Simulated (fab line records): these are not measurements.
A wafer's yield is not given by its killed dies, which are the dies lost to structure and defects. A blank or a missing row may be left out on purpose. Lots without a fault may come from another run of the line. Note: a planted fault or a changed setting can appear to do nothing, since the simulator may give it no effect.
Which tool is to blame? -- flow berkeley cmos170 -- 14 lots with 42 wafers sampled at 6 steps, on a route of 331 steps

## WHAT THE GAUGES READ, wafer by wafer
UCB170_ACTIVE_THK_MEAS_06. Usual: ACTIVE_NITRIDE_THK gives 220.7 nm (standard deviation 1.7).
lot,measured,on,ACTIVE_NITRIDE_THK (nm),flag
L489,day 4 17:20,film metro-02,221.7 222.8 220.4,
L491,day 5 05:04,film metro-02,218.2 217.2 218.1,
L494,day 5 22:23,film metro-01,219.9 217.6 220.9,
L495,day 5 22:25,film metro-02,221.3 223.3 223.0,
L493,day 5 22:25,film metro-03,216.9 217.3 216.0,
L496,day 6 07:37,film metro-02,219.1 220.1 221.7,
L497,day 6 11:51,film metro-01,219.0 219.7 220.4,
L498,day 6 22:47,film metro-03,220.4 222.3 219.8,
L500,day 7 04:12,film metro-03,217.9 218.6 216.9,
L505,day 8 19:08,film metro-02,223.5 222.7 223.8,
L507,day 8 19:08,film metro-03,221.5 220.4 220.1,
L509,day 9 04:03,film metro-03,221.3 223.4 221.8,
L510,day 9 15:52,film metro-02,222.2 220.7 221.2,
L511,day 9 15:52,film metro-03,221.2 219.9 221.1,

UCB170_FIELD_THK_MEAS_90. Usual: FIELD_OXIDE_LEFT_1_THK gives 438 nm (standard deviation 10).
lot,measured,on,FIELD_OXIDE_LEFT_1_THK (nm),flag
L489,day 5 12:42,film metro-04,449 452 457,
L491,day 6 01:23,film metro-04,433 439 439,
L494,day 6 18:00,film metro-04,436 439 440,
L495,day 6 18:01,film metro-01,443 437 435,
L493,day 6 18:01,film metro-03,447 448 452,
L496,day 7 03:26,film metro-03,446 454 433,
L497,day 7 03:24,film metro-04,439 441 441,
L498,day 7 21:03,film metro-03,447 432 443,
L500,day 8 07:47,film metro-04,431 424 436,
L505,day 9 19:55,film metro-01,436 426 425,
L507,day 9 12:53,film metro-04,421 434 427,
L509,day 10 00:11,film metro-04,413 418 423,
L510,day 10 14:23,film metro-04,418 425 430,
L511,day 10 14:23,film metro-03,449 441 441,

UCB170_PLDD_TW_MEAS_11. Usual: PLDD_TW gives 1007 (standard deviation 9.9).
lot,measured,on,PLDD_TW,flag
L489,day 7 01:53,film metro-02,1024 1024 1018,
L491,day 7 13:10,film metro-03,997 1004 989,
L494,day 8 11:09,film metro-02,1022 1018 1017,
L495,day 8 10:14,film metro-01,992 991 990,
L493,day 8 10:29,film metro-03,1003 996 1001,
L496,day 8 20:57,film metro-02,1045 1050 1044,OFF
L497,day 8 20:40,film metro-01,989 992 990,
L498,day 9 21:19,film metro-02,1044 1052 1048,OFF
L500,day 10 06:42,film metro-01,999 994 1000,
L505,day 11 12:23,film metro-03,996 1005 1002,
L507,day 11 00:44,film metro-03,1002 999 1003,
L509,day 11 11:57,film metro-03,998 1006 999,
L510,day 12 03:01,film metro-03,997 999 999,
L511,day 12 02:47,film metro-02,1014 1014 1011,

UCB170_PSD_CD_MEAS_06: target cd 1200 nm. Usual: cd nm reads 1199.6 nm (standard deviation 1.4).
lot,measured,on,cd nm (nm),flag
L489,day 7 12:58,cd sem-01,1198.4 1198.1 1199.8,
L491,day 7 21:40,cd sem-01,1199.9 1199.4 1200.1,
L494,day 8 23:00,cd sem-02,1200.8 1200.4 1200.0,
L495,day 8 22:47,cd sem-02,1201.0 1200.7 1200.6,
L493,day 8 22:52,cd sem-01,1199.3 1199.3 1198.9,
L496,day 9 08:12,cd sem-01,1201.1 1199.9 1200.2,
L497,day 9 08:20,cd sem-02,1198.8 1199.1 1200.3,
L498,day 10 07:56,cd sem-02,1199.2 1198.5 1197.3,
L500,day 10 15:39,cd sem-01,1200.5 1199.8 1199.4,
L505,day 11 21:01,cd sem-01,1200.5 1201.0 1201.1,
L507,day 11 10:17,cd sem-01,1198.6 1199.9 1199.0,
L509,day 11 20:35,cd sem-01,1197.3 1198.6 1198.4,
L510,day 13 00:47,cd sem-02,1202.1 1203.0 1203.0,
L511,day 12 10:28,cd sem-01,1199.6 1198.4 1198.9,

UCB170_SDANNEAL_RS_MEAS_04: the measuring method here is four-point-probe. Usual: PLDD_RS gives 1032.0 ohm/sq (standard deviation 2.8).
lot,measured,on,PLDD_RS (ohm/sq),flag
L489,day 7 18:08,film metro-01,1035.0 1033.7 1033.9,
L491,day 8 01:52,film metro-02,1036.0 1032.9 1037.0,
L494,day 9 02:41,film metro-01,1028.8 1028.9 1027.8,
L495,day 9 02:10,film metro-02,1032.3 1028.0 1030.6,
L493,day 9 02:24,film metro-03,1036.2 1033.0 1034.5,
L496,day 9 11:25,film metro-01,951.7 951.9 952.7,OFF
L497,day 9 11:40,film metro-02,1030.8 1032.7 1032.9,
L498,day 10 11:25,film metro-02,950.8 953.5 952.3,OFF
L500,day 10 19:39,film metro-03,1034.0 1031.5 1027.8,
L505,day 12 01:10,film metro-02,1029.1 1029.5 1030.4,
L507,day 11 14:45,film metro-01,1031.1 1026.8 1032.0,
L509,day 12 00:34,film metro-02,1036.8 1035.0 1035.2,
L510,day 13 06:34,film metro-02,1031.7 1034.2 1035.3,
L511,day 12 15:58,film metro-02,1028.0 1026.9 1030.1,

## WHICH TOOL RAN EACH LOT (tool, then ch and the chambers of the sampled wafers, then the start)
lot,UCB170_PLDD_IMPLANT_08
L489,"implanter-03 ch 0, day 7 01:29"
L491,"implanter-04 ch 0, day 7 12:47"
L494,"implanter-04 ch 0, day 8 10:45"
L495,"implanter-04 ch 0, day 8 09:52"
L493,"implanter-02 ch 0, day 8 10:07"
L496,"implanter-04 ch 0, day 8 20:35"
L497,"implanter-02 ch 0, day 8 20:17"
L498,"implanter-04 ch 0, day 9 20:56"
L500,"implanter-02 ch 0, day 10 06:19"
L505,"implanter-02 ch 0, day 11 11:59"
L507,"implanter-02 ch 0, day 11 00:20"
L509,"implanter-02 ch 0, day 11 11:35"
L510,"implanter-03 ch 0, day 12 02:37"
L511,"implanter-04 ch 0, day 12 02:23"
- UCB170_PLDD_IMPLANT_08

## WHAT THE TOOLS THEMSELVES READ (means of the sampled wafers that have a number; where no wafer has one, the mark that the record gives instead)
UCB170_PLDD_IMPLANT_08. Usual: beam on s 10.00 s, standard deviation 0.21; end station pressure torr 5.18e-06 Torr, standard deviation 2.6e-07; faraday current uA 159, standard deviation 3.2; rotation deg 0.001 degrees, standard deviation 0.018.
lot,tool,beam on s (s),end station pressure torr (Torr),faraday current uA,rotation deg (degrees),flag
L489,implanter-03,10.01,5.09e-06,158,0.007,
L491,implanter-04,10.08,5.16e-06,157,-0.010,
L494,implanter-04,10.20,5.12e-06,156,-0.005,
L495,implanter-04,10.02,4.95e-06,158,0.024,
L493,implanter-02,9.81,5.35e-06,162,-0.007,
L496,implanter-04,12.39,9.40e-05,129,-0.002,OFF
L497,implanter-02,9.91,5.18e-06,160,-0.007,
L498,implanter-04,12.13,9.27e-05,133,0.017,OFF
L500,implanter-02,10.15,4.87e-06,156,-0.020,
L505,implanter-02,9.88,5.19e-06,161,0.004,
L507,implanter-02,10.05,5.26e-06,158,0.019,
L509,implanter-02,9.89,4.88e-06,160,0.021,
L510,implanter-03,10.03,5.14e-06,158,0.002,
L511,implanter-04,9.92,5.04e-06,159,0.024,

## THE ANSWER, worked out from the rows above alone
Rule: take the mean of a lot's wafers that have a number; if it is more than 3 standard deviations from the usual mean, the lot is off. A lot without any number at a reading at which 4 lots or more have one is off too. The other lots that the step has rows for count as sound. The gauges are gone through in route order, then the tools' own readings, and for those a lot's mean is taken as printed above. At the first step where some lot is off, the reading lying furthest off is the one used; lots without a number count as furthest.
Off: L496, L498, seen at UCB170_PLDD_TW_MEAS_11 (PLDD_TW).
If a tool, at a process step before that reading, ran all the lots that are off and no sound lot after the first of them, it fits. The gauges at UCB170_PLDD_TW_MEAS_11 aren't tried: what is off there is off at UCB170_PLDD_IMPLANT_08 too, on other tools, and a gauge's error can't cause that. No candidate that was tried fits.

## WHAT THE SIMULATOR HAD PUT IN
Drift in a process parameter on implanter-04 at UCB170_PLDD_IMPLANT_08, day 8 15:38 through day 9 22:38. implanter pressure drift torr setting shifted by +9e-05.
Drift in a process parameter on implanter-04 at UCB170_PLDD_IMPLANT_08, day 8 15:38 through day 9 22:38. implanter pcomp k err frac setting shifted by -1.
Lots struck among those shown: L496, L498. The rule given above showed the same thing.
